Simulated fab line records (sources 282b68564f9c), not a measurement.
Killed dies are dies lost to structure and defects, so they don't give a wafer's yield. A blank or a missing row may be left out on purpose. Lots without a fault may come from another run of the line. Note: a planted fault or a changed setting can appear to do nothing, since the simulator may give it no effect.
Split-lot trial || flow ritCmos || on a route of 202 steps: 5 lots, 23 wafers read

## THE SPLIT
At RIT_GATE_OXIDATION_05 (target thk 3 nm, ox time 270 s), the setting tempC was moved away from the recipe's 900 C on 15 of the 23 wafers read, by -2.5% to +2.1%. The other wafers ran this setting at the recipe's value.

## THE PATH FROM SPLIT TO READING: the file shows 1 step between them
- RIT_GATE_ANNEAL_06: time 600 s

## THE READING
GATE_OXIDE_THK, in nm, at RIT_GATE_THK_MEAS_07. Fault-free wafers of this fab line usually give 2.99 nm, standard deviation 0.058 nm.

{"wafer": "L078.1", "tool, chamber at the split": "-, -", "tempC as run, C": 880.6, "against the recipe": "-2.2%", "GATE_OXIDE_THK, nm": 2.43, "against lot-mates on the recipe": "no lot-mate on the recipe"}
{"wafer": "L078.2", "tool, chamber at the split": "-, -", "tempC as run, C": 880.6, "against the recipe": "-2.2%", "GATE_OXIDE_THK, nm": 2.39, "against lot-mates on the recipe": "no lot-mate on the recipe"}
{"wafer": "L078.3", "tool, chamber at the split": "-, -", "tempC as run, C": 880.6, "against the recipe": "-2.2%", "GATE_OXIDE_THK, nm": 2.46, "against lot-mates on the recipe": "no lot-mate on the recipe"}
{"wafer": "L078.5", "tool, chamber at the split": "-, -", "tempC as run, C": 880.6, "against the recipe": "-2.2%", "GATE_OXIDE_THK, nm": 2.32, "against lot-mates on the recipe": "no lot-mate on the recipe"}
{"wafer": "L078.6", "tool, chamber at the split": "-, -", "tempC as run, C": 880.6, "against the recipe": "-2.2%", "GATE_OXIDE_THK, nm": 2.33, "against lot-mates on the recipe": "no lot-mate on the recipe"}
{"wafer": "L079.1", "tool, chamber at the split": "-, -", "tempC as run, C": 900, "against the recipe": "recipe", "GATE_OXIDE_THK, nm": 2.94, "against lot-mates on the recipe": "-"}
{"wafer": "L079.2", "tool, chamber at the split": "-, -", "tempC as run, C": 900, "against the recipe": "recipe", "GATE_OXIDE_THK, nm": 3.02, "against lot-mates on the recipe": "-"}
{"wafer": "L079.4", "tool, chamber at the split": "-, -", "tempC as run, C": 900, "against the recipe": "recipe", "GATE_OXIDE_THK, nm": 2.99, "against lot-mates on the recipe": "-"}
{"wafer": "L079.5", "tool, chamber at the split": "-, -", "tempC as run, C": 900, "against the recipe": "recipe", "GATE_OXIDE_THK, nm": 2.93, "against lot-mates on the recipe": "-"}
{"wafer": "L079.6", "tool, chamber at the split": "-, -", "tempC as run, C": 900, "against the recipe": "recipe", "GATE_OXIDE_THK, nm": 2.97, "against lot-mates on the recipe": "-"}
{"wafer": "L080.1", "tool, chamber at the split": "-, -", "tempC as run, C": 877.8, "against the recipe": "-2.5%", "GATE_OXIDE_THK, nm": 2.19, "against lot-mates on the recipe": "no lot-mate on the recipe"}
{"wafer": "L080.2", "tool, chamber at the split": "-, -", "tempC as run, C": 877.8, "against the recipe": "-2.5%", "GATE_OXIDE_THK, nm": 2.23, "against lot-mates on the recipe": "no lot-mate on the recipe"}
{"wafer": "L080.3", "tool, chamber at the split": "-, -", "tempC as run, C": 877.8, "against the recipe": "-2.5%", "GATE_OXIDE_THK, nm": 2.18, "against lot-mates on the recipe": "no lot-mate on the recipe"}
{"wafer": "L080.4", "tool, chamber at the split": "-, -", "tempC as run, C": 877.8, "against the recipe": "-2.5%", "GATE_OXIDE_THK, nm": 2.20, "against lot-mates on the recipe": "no lot-mate on the recipe"}
{"wafer": "L080.5", "tool, chamber at the split": "-, -", "tempC as run, C": 877.8, "against the recipe": "-2.5%", "GATE_OXIDE_THK, nm": 2.28, "against lot-mates on the recipe": "no lot-mate on the recipe"}
{"wafer": "L083.1", "tool, chamber at the split": "-, -", "tempC as run, C": 918.9, "against the recipe": "+2.1%", "GATE_OXIDE_THK, nm": 3.75, "against lot-mates on the recipe": "no lot-mate on the recipe"}
{"wafer": "L083.2", "tool, chamber at the split": "-, -", "tempC as run, C": 918.9, "against the recipe": "+2.1%", "GATE_OXIDE_THK, nm": 3.87, "against lot-mates on the recipe": "no lot-mate on the recipe"}
{"wafer": "L083.3", "tool, chamber at the split": "-, -", "tempC as run, C": 918.9, "against the recipe": "+2.1%", "GATE_OXIDE_THK, nm": 3.77, "against lot-mates on the recipe": "no lot-mate on the recipe"}
{"wafer": "L083.4", "tool, chamber at the split": "-, -", "tempC as run, C": 918.9, "against the recipe": "+2.1%", "GATE_OXIDE_THK, nm": 3.80, "against lot-mates on the recipe": "no lot-mate on the recipe"}
{"wafer": "L083.6", "tool, chamber at the split": "-, -", "tempC as run, C": 918.9, "against the recipe": "+2.1%", "GATE_OXIDE_THK, nm": 3.79, "against lot-mates on the recipe": "no lot-mate on the recipe"}
{"wafer": "L084.1", "tool, chamber at the split": "furnace-03, 0", "tempC as run, C": 900, "against the recipe": "recipe", "GATE_OXIDE_THK, nm": 2.91, "against lot-mates on the recipe": "-"}
{"wafer": "L084.4", "tool, chamber at the split": "furnace-03, 0", "tempC as run, C": 900, "against the recipe": "recipe", "GATE_OXIDE_THK, nm": 2.83, "against lot-mates on the recipe": "-"}
{"wafer": "L084.6", "tool, chamber at the split": "furnace-03, 0", "tempC as run, C": 900, "against the recipe": "recipe", "GATE_OXIDE_THK, nm": 2.94, "against lot-mates on the recipe": "-"}

FIT RESULTS
A straight line over all 23 wafers: GATE_OXIDE_THK changes by +0.331 nm for each +1% of tempC; r = +0.99; the points scatter about the line by 0.089 nm.
Too few moved wafers have a lot-mate on the recipe to fit a line with each lot's own level taken away.

## THE WHOLE CHAIN: every reading that the file lists as answering this split, in the file's order
{"step": "RIT_GATE_OXIDATION_05", "what it does": "target thk 3 nm, ox time 270 s", "reading": "SiO2_of_GATE_OXIDATION_05.thkNm (the simulator's own value, which no gauge read)", "change (the file's fit)": "+0.331 nm for each +1% of the setting", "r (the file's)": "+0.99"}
{"step": "RIT_GATE_THK_MEAS_07", "what it does": "", "reading": "GATE_OXIDE_THK", "change (the file's fit)": "+0.33 for each +1% of the setting", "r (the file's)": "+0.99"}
{"step": "RIT_M1_PROBE_99", "what it does": "", "reading": "etest.nmos_0p15.driveUaUm (the simulator's own value, which no gauge read)", "change (the file's fit)": "-41 for each +1% of the setting", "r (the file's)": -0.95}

## THE FILE'S OWN FIT
GATE_OXIDE_THK changes by +0.33 nm for each +1% of tempC, r = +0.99.
